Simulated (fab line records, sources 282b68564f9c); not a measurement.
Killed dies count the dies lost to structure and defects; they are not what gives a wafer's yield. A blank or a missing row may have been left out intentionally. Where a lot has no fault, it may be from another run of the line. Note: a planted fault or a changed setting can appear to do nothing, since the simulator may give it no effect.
What tool caused it? || flow ritCmos || 14 lots with 42 wafers sampled at 3 steps, on a route of 202 steps

== WHAT EACH GAUGE READ, for each wafer ==
RIT_PWELL_TW_MEAS_10.
{"lot": "L899", "measured": "day 1 23:58", "on": "filmMetro-02", "PWELL_TW": "955 960 962"}
{"lot": "L900", "measured": "day 2 04:12", "on": "filmMetro-01", "PWELL_TW": "932 938 935"}
{"lot": "L901", "measured": "day 2 08:55", "on": "filmMetro-02", "PWELL_TW": "960 960 963"}
{"lot": "L902", "measured": "day 2 13:28", "on": "filmMetro-01", "PWELL_TW": "934 933 940"}
{"lot": "L903", "measured": "day 2 18:36", "on": "filmMetro-04", "PWELL_TW": "951 949 949"}
{"lot": "L904", "measured": "day 2 23:32", "on": "filmMetro-01", "PWELL_TW": "938 935 937"}
{"lot": "L905", "measured": "day 3 05:14", "on": "filmMetro-04", "PWELL_TW": "947 942 946"}
{"lot": "L914", "measured": "day 5 03:05", "on": "filmMetro-02", "PWELL_TW": "889 881 889"}
{"lot": "L915", "measured": "day 5 06:38", "on": "filmMetro-02", "PWELL_TW": "890 887 883"}
{"lot": "L918", "measured": "day 5 21:32", "on": "filmMetro-02", "PWELL_TW": "955 955 957"}
{"lot": "L919", "measured": "day 6 02:57", "on": "filmMetro-01", "PWELL_TW": "937 939 934"}
{"lot": "L920", "measured": "day 6 07:36", "on": "filmMetro-02", "PWELL_TW": "955 954 955"}
{"lot": "L921", "measured": "day 6 13:21", "on": "filmMetro-01", "PWELL_TW": "939 938 938"}
{"lot": "L922", "measured": "day 6 17:50", "on": "filmMetro-04", "PWELL_TW": "941 945 942"}

RIT_WELLDRIVE_RS_MEAS_02: the measuring method here is four-point-probe.
{"lot": "L899", "measured": "day 2 05:13", "on": "filmMetro-04", "PWELL_RS (ohm/sq)": "427.9 427.4 427.8"}
{"lot": "L900", "measured": "day 2 09:39", "on": "filmMetro-02", "PWELL_RS (ohm/sq)": "432.7 430.2 430.2"}
{"lot": "L901", "measured": "day 2 14:11", "on": "filmMetro-04", "PWELL_RS (ohm/sq)": "429.0 428.8 428.7"}
{"lot": "L902", "measured": "day 2 19:14", "on": "filmMetro-02", "PWELL_RS (ohm/sq)": "431.9 430.5 430.6"}
{"lot": "L903", "measured": "day 2 23:52", "on": "filmMetro-02", "PWELL_RS (ohm/sq)": "428.9 428.7 428.4"}
{"lot": "L904", "measured": "day 3 05:22", "on": "filmMetro-01", "PWELL_RS (ohm/sq)": "428.7 429.0 430.3"}
{"lot": "L905", "measured": "day 3 10:31", "on": "filmMetro-04", "PWELL_RS (ohm/sq)": "427.6 428.3 428.2"}
{"lot": "L914", "measured": "day 5 08:21", "on": "filmMetro-04", "PWELL_RS (ohm/sq)": "498.5 500.6 499.4"}
{"lot": "L915", "measured": "day 5 11:55", "on": "filmMetro-01", "PWELL_RS (ohm/sq)": "497.7 499.8 500.8"}
{"lot": "L918", "measured": "day 6 03:00", "on": "filmMetro-04", "PWELL_RS (ohm/sq)": "430.5 431.2 430.5"}
{"lot": "L919", "measured": "day 6 08:13", "on": "filmMetro-04", "PWELL_RS (ohm/sq)": "429.9 431.0 430.8"}
{"lot": "L920", "measured": "day 6 13:18", "on": "filmMetro-04", "PWELL_RS (ohm/sq)": "431.0 430.8 431.0"}
{"lot": "L921", "measured": "day 6 18:37", "on": "filmMetro-01", "PWELL_RS (ohm/sq)": "429.7 428.8 429.6"}
{"lot": "L922", "measured": "day 6 23:35", "on": "filmMetro-04", "PWELL_RS (ohm/sq)": "428.9 427.5 427.7"}

== EACH LOT AND THE TOOL THAT RAN IT (in order: tool; ch and the chambers of the sampled wafers; start) ==
{"lot": "L899", "RIT_PWELL_IMPLANT_08": "implanter-04 ch 0, day 1 23:38"}
{"lot": "L900", "RIT_PWELL_IMPLANT_08": "implanter-02 ch 0, day 2 03:53"}
{"lot": "L901", "RIT_PWELL_IMPLANT_08": "implanter-03 ch 0, day 2 08:37"}
{"lot": "L902", "RIT_PWELL_IMPLANT_08": "implanter-03 ch 0, day 2 13:08"}
{"lot": "L903", "RIT_PWELL_IMPLANT_08": "implanter-04 ch 0, day 2 18:17"}
{"lot": "L904", "RIT_PWELL_IMPLANT_08": "implanter-04 ch 0, day 2 23:13"}
{"lot": "L905", "RIT_PWELL_IMPLANT_08": "implanter-04 ch 0, day 3 04:56"}
{"lot": "L914", "RIT_PWELL_IMPLANT_08": "implanter-03 ch 0, day 5 02:46"}
{"lot": "L915", "RIT_PWELL_IMPLANT_08": "implanter-03 ch 0, day 5 06:20"}
{"lot": "L918", "RIT_PWELL_IMPLANT_08": "implanter-04 ch 0, day 5 21:07"}
{"lot": "L919", "RIT_PWELL_IMPLANT_08": "implanter-02 ch 0, day 6 02:38"}
{"lot": "L920", "RIT_PWELL_IMPLANT_08": "implanter-02 ch 0, day 6 07:16"}
{"lot": "L921", "RIT_PWELL_IMPLANT_08": "implanter-02 ch 0, day 6 13:02"}
{"lot": "L922", "RIT_PWELL_IMPLANT_08": "implanter-04 ch 0, day 6 17:32"}
- RIT_PWELL_IMPLANT_08

== AS READ BY THE TOOLS THEMSELVES (means over the sampled wafers that have a number; for cases with no such wafer, the mark the record gives instead) ==
RIT_PWELL_IMPLANT_08.
{"lot": "L899", "tool": "implanter-04", "beamEnergyKeV": 170.00, "doseIonsCm2": 7e+13, "faradayCurrentUA": 226}
{"lot": "L900", "tool": "implanter-02", "beamEnergyKeV": 170.02, "doseIonsCm2": 7e+13, "faradayCurrentUA": 224}
{"lot": "L901", "tool": "implanter-03", "beamEnergyKeV": 170.02, "doseIonsCm2": 7e+13, "faradayCurrentUA": 222}
{"lot": "L902", "tool": "implanter-03", "beamEnergyKeV": 169.94, "doseIonsCm2": 7e+13, "faradayCurrentUA": 219}
{"lot": "L903", "tool": "implanter-04", "beamEnergyKeV": 170.01, "doseIonsCm2": 7e+13, "faradayCurrentUA": 227}
{"lot": "L904", "tool": "implanter-04", "beamEnergyKeV": 169.98, "doseIonsCm2": 7e+13, "faradayCurrentUA": 225}
{"lot": "L905", "tool": "implanter-04", "beamEnergyKeV": 170.01, "doseIonsCm2": 7e+13, "faradayCurrentUA": 226}
{"lot": "L914", "tool": "implanter-03", "beamEnergyKeV": 169.99, "doseIonsCm2": 6e+13, "faradayCurrentUA": 177}
{"lot": "L915", "tool": "implanter-03", "beamEnergyKeV": 169.94, "doseIonsCm2": 6e+13, "faradayCurrentUA": 174}
{"lot": "L918", "tool": "implanter-04", "beamEnergyKeV": 170.03, "doseIonsCm2": 7e+13, "faradayCurrentUA": 224}
{"lot": "L919", "tool": "implanter-02", "beamEnergyKeV": 169.99, "doseIonsCm2": 7e+13, "faradayCurrentUA": 218}
{"lot": "L920", "tool": "implanter-02", "beamEnergyKeV": 170.06, "doseIonsCm2": 7e+13, "faradayCurrentUA": 220}
{"lot": "L921", "tool": "implanter-02", "beamEnergyKeV": 169.98, "doseIonsCm2": 7e+13, "faradayCurrentUA": 220}
{"lot": "L922", "tool": "implanter-04", "beamEnergyKeV": 169.95, "doseIonsCm2": 7e+13, "faradayCurrentUA": 217}

== THE ANSWER, worked out from the rows above alone ==
Rule: usual is defined by the lots themselves. The widest of any qualifying gaps counts: lots, ordered by their means at a reading, are off when they make up no more than a third of the lots, leave a main group of 4 or more, and stand apart from it by 3 or more times the standard deviation of that group's means. A main group whose means are all the same, to the digits that the tables above print for the reading, isn't used. Also off: a lot with no number at a reading for which 4 or more lots have one. Any other lot the step has rows for is counted as sound. First the gauges in route order, then the tools' own readings, where a lot's mean is used as printed above. The first step at which some lot is off is used, and at that step the reading that is off furthest; a lot without a number counts as furthest.
Off: L914, L915, at RIT_PWELL_TW_MEAS_10 (PWELL_TW). The main group: mean 946, standard deviation 9.3.
A tool fits if, at a process step before that reading, it ran every lot that is off, and no sound lot after the first of them. The gauges at RIT_PWELL_TW_MEAS_10 aren't tried: what is off there is off at RIT_WELLDRIVE_RS_MEAS_02 too, on other tools, and a gauge's error can't cause that. One fits: implanter-03 at RIT_PWELL_IMPLANT_08. A fault onset in the window from L902 (day 2 13:08, its last sound lot) to L914 (day 5 02:46, its first lot off) fits.
The tool's own readings at RIT_PWELL_IMPLANT_08 bear it out: on the lots that are off they differ by more than 5 times the standard deviation of the sound lots' means. doseIonsCm2 reads 6e+13 there against 7e+13 on the sound lots; faradayCurrentUA reads 176 there against 222 on the sound lots.

== WHAT THE SIMULATOR HAD INSERTED ==
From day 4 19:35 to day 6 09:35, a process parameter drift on implanter-03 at RIT_PWELL_IMPLANT_08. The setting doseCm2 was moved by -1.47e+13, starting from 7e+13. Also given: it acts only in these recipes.
Struck lots among those shown: L914, L915. The same result came from the rule above.
